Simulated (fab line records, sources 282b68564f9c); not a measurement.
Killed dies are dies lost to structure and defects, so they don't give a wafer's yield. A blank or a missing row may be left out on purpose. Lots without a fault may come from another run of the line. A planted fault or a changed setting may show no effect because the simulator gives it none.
A struck lot beside a sound one | flow rit_cmos | 17 steps out of a route of 202
Sound: wafers L321.1, L321.3, L321.5. Struck: wafers L328.1, L328.2, L328.6. The cause comes at the end.
At each step with rows: each side's tool, then ch and its chambers, then its first start. Under that, the readings that differ: sound wafers | struck wafers | difference of the means | sigmas: that difference in standard deviations of wafers without a fault.
alike: readings whose means differ by less than 2 such deviations, and words and numbers that are the same on both sides. not compared: withheld readings, readings that some wafer has no value for, bounds like >300 that may hide the same value, and numbers for which the record gives no deviation and whose values overlap.
The two part at a step that has a row with sigmas, a row that says differs or no value, or rows on one side only. Numbers that don't overlap but have no deviation are shown without sigmas and don't part them. A reading that every wafer of one side lacks parts them only if that side has two wafers or more.

first, 2 steps without rows for these wafers: RIT_ACTIVE_CLEAN_17 (cleans in SC2, time 600 s); RIT_FOX1_OXIDATION_00 (target thk 350.7 nm, ox time 1130 s).
RIT_FOX1_THK_MEAS_01:
  sound on film_metro-04, day 2 01:18; struck on film_metro-04, day 3 12:17
  reading             | sound       | struck      | difference | sigmas
  FOX1_OXIDE_THK (nm) | 369 367 368 | 353 347 348 | -19        | -3
then, 2 steps without rows for these wafers: RIT_FOX1_WET_ETCH_02 (etches SiO2 in BOE, target depth 350 nm, time 390 s); RIT_FOX2_OXIDATION_00 (target thk 350.7 nm, ox time 1130 s).
RIT_FOX2_THK_MEAS_01:
  sound on film_metro-02, day 2 04:37; struck on film_metro-03, day 3 15:07
  alike: FOX2_OXIDE_THK
then, 2 steps without rows for these wafers: RIT_FOX2_CLEAN_02 (cleans in dHF, time 180 s); RIT_FOX2_WET_ETCH_03 (etches Si3N4 in H3PO4, target depth 195 nm, time 2700 s).
RIT_FOX2_THK_MEAS_90:
  sound on film_metro-03, day 2 05:29; struck on film_metro-02, day 3 15:59
  alike: FIELD_OXIDE_LEFT_1_THK
then, 3 steps without rows for these wafers: RIT_NWELL_HMDS_00 (prime time 60 s); RIT_NWELL_COAT_01 (resist thk 1300 nm); RIT_NWELL_SOFTBAKE_02 (time 60 s).
RIT_NWELL_EXPOSE_03: exposes mask M2, target cd 43900 nm.
  sound on iline_stepper-02 ch 0, day 2 06:00; struck on iline_stepper-02 ch 0, day 3 16:37
  reading                       | sound                | struck               | difference | sigmas
  model.NWELL.overlay_x_nm (nm) | 0.1093 0.1093 0.1093 | -180.7 -180.7 -180.7 | -180.8     |
  alike: mask, reticle_temp_C
then, 2 steps without rows for these wafers: RIT_NWELL_PEB_04; RIT_NWELL_DEVELOP_05 (develop time 68 s).
RIT_NWELL_OVL_MEAS_06:
  sound on overlay-02, day 2 06:26; struck on overlay-02, day 3 17:16
  reading        | sound          | struck               | difference | sigmas
  NWELL_OVL (nm) | -1.4 -1.4 -3.1 | -181.9 -179.2 -180.1 | -178.4     | -99 or more
  not compared: hold
RIT_M1_PROBE_99:
  the record has rows for the sound wafers here (prober-02, day 3 21:15) and none for the struck ones

WHERE THEY PART
First at RIT_FOX1_THK_MEAS_01; last, within this record, at RIT_M1_PROBE_99.

WHY: what the simulator had put in
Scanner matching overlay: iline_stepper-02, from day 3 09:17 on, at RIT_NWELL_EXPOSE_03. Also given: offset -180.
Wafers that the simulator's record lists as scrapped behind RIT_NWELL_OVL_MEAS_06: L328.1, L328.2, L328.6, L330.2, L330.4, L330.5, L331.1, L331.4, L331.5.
